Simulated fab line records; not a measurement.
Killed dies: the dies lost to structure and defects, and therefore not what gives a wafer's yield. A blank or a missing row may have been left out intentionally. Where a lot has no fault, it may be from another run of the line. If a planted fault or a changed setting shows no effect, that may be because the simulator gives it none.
Which tool was responsible?    flow berkeley cmos170    42 wafers from 14 lots sampled at 5 of the route's 331 steps

WHAT THE GAUGES READ, wafer by wafer
UCB170_GATE_CD_MEAS_12: the cd target is 350 nm. Usual: cd nm 349.3 nm, standard deviation 1.6.
lot   measured      on         cd nm (nm)         flag
L208  day 7 08:25   cd sem-02  347.8 347.5 348.0  
L211  day 7 17:05   cd sem-02  348.3 350.0 348.7  
L216  day 8 12:08   cd sem-02  347.8 348.7 348.5  
L214  day 8 12:24   cd sem-02  348.7 350.8 349.8  
L218  day 8 21:50   cd sem-02  346.3 347.5 347.7  
L222  day 10 09:08  cd sem-01  350.6 349.7 350.5  
L223  day 10 08:49  cd sem-01  348.4 348.2 348.7  
L221  day 10 08:36  cd sem-02  350.3 351.8 349.3  
L224  day 10 20:58  cd sem-01  351.4 350.7 349.2  
L227  day 10 21:23  cd sem-01  349.0 348.2 347.6  
L225  day 10 21:38  cd sem-02  348.4 346.8 347.5  
L229  day 11 15:58  cd sem-01  351.6 352.0 349.9  
L228  day 11 16:07  cd sem-01  346.9 347.4 347.6  
L230  day 12 00:55  cd sem-01  350.2 351.3 350.1  

UCB170_PSD_TW_MEAS_10. Usual: PSD_TW 2324, standard deviation 22.
lot   measured      on             PSD_TW          flag
L208  day 7 20:40   film metro-02  2350 2358 2344  
L211  day 8 05:08   film metro-04  2308 2304 2316  
L216  day 8 23:35   film metro-02  2335 2346 2347  
L214  day 8 23:29   film metro-04  30 30 30        OFF
L218  day 9 10:39   film metro-04  30 30 30        OFF
L222  day 10 21:56  film metro-03  2331 2329 2319  
L223  day 10 22:10  film metro-04  2289 2295 2301  
L221  day 10 21:41  film metro-02  2348 2350 2338  
L224  day 11 10:47  film metro-02  2356 2353 2359  
L227  day 11 11:04  film metro-03  2347 2338 2333  
L225  day 11 10:47  film metro-03  2342 2346 2339  
L229  day 12 04:57  film metro-03  2319 2323 2325  
L228  day 12 05:03  film metro-04  2290 2302 2291  
L230  day 12 11:11  film metro-02  2348 2362 2352  

EACH LOT AND THE TOOL THAT RAN IT (in order: tool; ch and the chambers of the sampled wafers; start)
lot   UCB170_NVT_STRIP_08                   UCB170_NLDD_STRIP_10                  UCB170_PSD_STRIP_09
L208  plasma asher-01 ch 0,1, day 6 14:55   plasma asher-02 ch 0,1, day 7 12:37   plasma asher-04 ch 0,1, day 7 20:34
L211  plasma asher-02 ch 0,1, day 6 23:37   plasma asher-02 ch 0,1, day 7 21:29   plasma asher-01 ch 0,1, day 8 05:02
L216  plasma asher-02 ch 0,1, day 7 17:21   plasma asher-01 ch 0,1, day 8 16:23   plasma asher-03 ch 0,1, day 8 23:29
L214  plasma asher-02 ch 0,1, day 7 17:42   plasma asher-04 ch 0,1, day 8 16:44   plasma asher-01 ch 0,1, day 8 23:23
L218  plasma asher-01 ch 0,1, day 8 05:29   plasma asher-04 ch 0,1, day 9 02:38   plasma asher-04 ch 0,1, day 9 10:34
L222  plasma asher-01 ch 0,1, day 9 16:14   plasma asher-04 ch 0,1, day 10 13:19  plasma asher-01 ch 0,1, day 10 21:51
L223  plasma asher-02 ch 0,1, day 9 16:19   plasma asher-02 ch 0,1, day 10 13:02  plasma asher-04 ch 0,1, day 10 22:04
L221  plasma asher-04 ch 0,1, day 9 16:26   plasma asher-01 ch 0,1, day 10 12:48  plasma asher-04 ch 0,1, day 10 21:35
L224  plasma asher-01 ch 0,1, day 10 05:01  plasma asher-04 ch 0,1, day 11 01:31  plasma asher-03 ch 0, day 11 10:41
L227  plasma asher-01 ch 0,1, day 10 05:24  plasma asher-01 ch 0,1, day 11 02:05  plasma asher-01 ch 0,1, day 11 10:58
L225  plasma asher-04 ch 1, day 10 05:31    plasma asher-04 ch 0,1, day 11 02:22  plasma asher-01 ch 0,1, day 11 10:41
L229  plasma asher-01 ch 0,1, day 10 18:00  plasma asher-02 ch 0,1, day 11 21:01  plasma asher-03 ch 0,1, day 12 04:51
L228  plasma asher-02 ch 0,1, day 10 18:14  plasma asher-01 ch 0,1, day 11 21:07  plasma asher-04 ch 0,1, day 12 04:57
L230  plasma asher-02 ch 0,1, day 11 07:40  plasma asher-01 ch 0,1, day 12 04:52  plasma asher-03 ch 0,1, day 12 11:05
- UCB170_NVT_STRIP_08: strips in O2.
- UCB170_NLDD_STRIP_10: strips in O2.
- UCB170_PSD_STRIP_09: strips in O2.

AS READ BY THE TOOLS THEMSELVES (means over the sampled wafers that have a number; for cases with no such wafer, the mark the record gives instead)
UCB170_NVT_STRIP_08. Usual: chamber pressure mTorr 3500 mTorr, standard deviation 3.3; drypump motor current A 6.1 A, standard deviation 0.36; oes product au 0.735 a.u., standard deviation 0.0041; strip time to endpoint s 21.62 s, standard deviation 0.059.
lot   tool             chamber pressure mTorr (mTorr)  drypump motor current A (A)  oes product au (a.u.)  strip time to endpoint s (s)  flag
L208  plasma asher-01  3499                            5.9                          0.737                  21.67                         
L211  plasma asher-02  3503                            6.2                          0.735                  21.73                         
L216  plasma asher-02  3502                            6.2                          0.734                  21.70                         
L214  plasma asher-02  3501                            6.3                          0.734                  21.58                         
L218  plasma asher-01  3499                            6.0                          0.738                  21.54                         
L222  plasma asher-01  3499                            5.9                          0.735                  21.70                         
L223  plasma asher-02  3501                            6.3                          0.735                  21.60                         
L221  plasma asher-04  3501                            6.1                          0.735                  21.64                         
L224  plasma asher-01  3501                            5.7                          0.738                  21.62                         
L227  plasma asher-01  3501                            5.9                          0.733                  21.54                         
L225  plasma asher-04  3503                            5.5                          0.738                  21.67                         
L229  plasma asher-01  3503                            6.0                          0.735                  21.64                         
L228  plasma asher-02  3497                            6.2                          0.737                  21.61                         
L230  plasma asher-02  3499                            6.3                          0.733                  21.57                         

UCB170_NLDD_STRIP_10. Usual: chamber pressure mTorr 3500 mTorr, standard deviation 3; drypump motor current A 6.0 A, standard deviation 0.39; oes product au 0.734 a.u., standard deviation 0.0047; strip time to endpoint s 21.62 s, standard deviation 0.05.
lot   tool             chamber pressure mTorr (mTorr)  drypump motor current A (A)  oes product au (a.u.)  strip time to endpoint s (s)  flag
L208  plasma asher-02  3501                            6.3                          0.734                  21.69                         
L211  plasma asher-02  3501                            6.3                          0.734                  21.64                         
L216  plasma asher-01  3500                            6.0                          0.727                  21.66                         
L214  plasma asher-04  -                               -                            -                      -                             OFF
L218  plasma asher-04  -                               -                            -                      -                             OFF
L222  plasma asher-04  3499                            6.1                          0.736                  21.65                         
L223  plasma asher-02  3499                            6.3                          0.738                  21.53                         
L221  plasma asher-01  3500                            6.0                          0.734                  21.63                         
L224  plasma asher-04  3500                            5.8                          0.735                  21.63                         
L227  plasma asher-01  3501                            6.0                          0.737                  21.67                         
L225  plasma asher-04  3498                            6.1                          0.736                  21.59                         
L229  plasma asher-02  3499                            6.3                          0.734                  21.66                         
L228  plasma asher-01  3505                            5.7                          0.734                  21.59                         
L230  plasma asher-01  3498                            5.9                          0.730                  21.61                         

UCB170_PSD_STRIP_09. Usual: chamber pressure mTorr 3500 mTorr, standard deviation 3.3; drypump motor current A 5.8 A, standard deviation 0.38; oes product au 0.601 a.u., standard deviation 0.0046; strip time to endpoint s 29.40 s, standard deviation 0.086.
lot   tool             chamber pressure mTorr (mTorr)  drypump motor current A (A)  oes product au (a.u.)  strip time to endpoint s (s)  flag
L208  plasma asher-04  3499                            6.1                          0.601                  29.43                         
L211  plasma asher-01  3498                            5.9                          0.600                  29.48                         
L216  plasma asher-03  3503                            5.6                          0.603                  29.52                         
L214  plasma asher-01  3499                            6.0                          0.673                  55.47                         OFF
L218  plasma asher-04  3498                            5.8                          0.662                  55.52                         OFF
L222  plasma asher-01  3498                            5.9                          0.599                  29.42                         
L223  plasma asher-04  3500                            5.8                          0.596                  29.34                         
L221  plasma asher-04  3501                            6.1                          0.603                  29.33                         
L224  plasma asher-03  3501                            5.8                          0.603                  29.35                         
L227  plasma asher-01  3499                            5.7                          0.604                  29.40                         
L225  plasma asher-01  3503                            6.0                          0.602                  29.48                         
L229  plasma asher-03  3499                            5.7                          0.601                  29.50                         
L228  plasma asher-04  3498                            5.8                          0.600                  29.46                         
L230  plasma asher-03  3499                            5.6                          0.602                  29.27                         

THE ANSWER, worked out from the rows above alone
Rule: lot off if the mean of its wafers having a number is beyond 3 standard deviations from the usual mean. A lot without any number at a reading at which 4 lots or more have one is off too. Any other lot the step has rows for is counted as sound. First the gauges in route order, then the tools' own readings, where a lot's mean is used as printed above. At the first step where some lot is off, the reading lying furthest off is the one used; lots without a number count as furthest.
Off: at UCB170_PSD_TW_MEAS_10 (PSD_TW), L214, L218.
If a tool, at a process step before that reading, ran all the lots that are off and no sound lot after the first of them, it fits. The gauges at UCB170_PSD_TW_MEAS_10 aren't tried: what is off there is off at UCB170_NLDD_STRIP_10 too, on other tools, and a gauge's error can't cause that. Of those tried, none fits.

WHAT HAD BEEN PUT IN BY THE SIMULATOR
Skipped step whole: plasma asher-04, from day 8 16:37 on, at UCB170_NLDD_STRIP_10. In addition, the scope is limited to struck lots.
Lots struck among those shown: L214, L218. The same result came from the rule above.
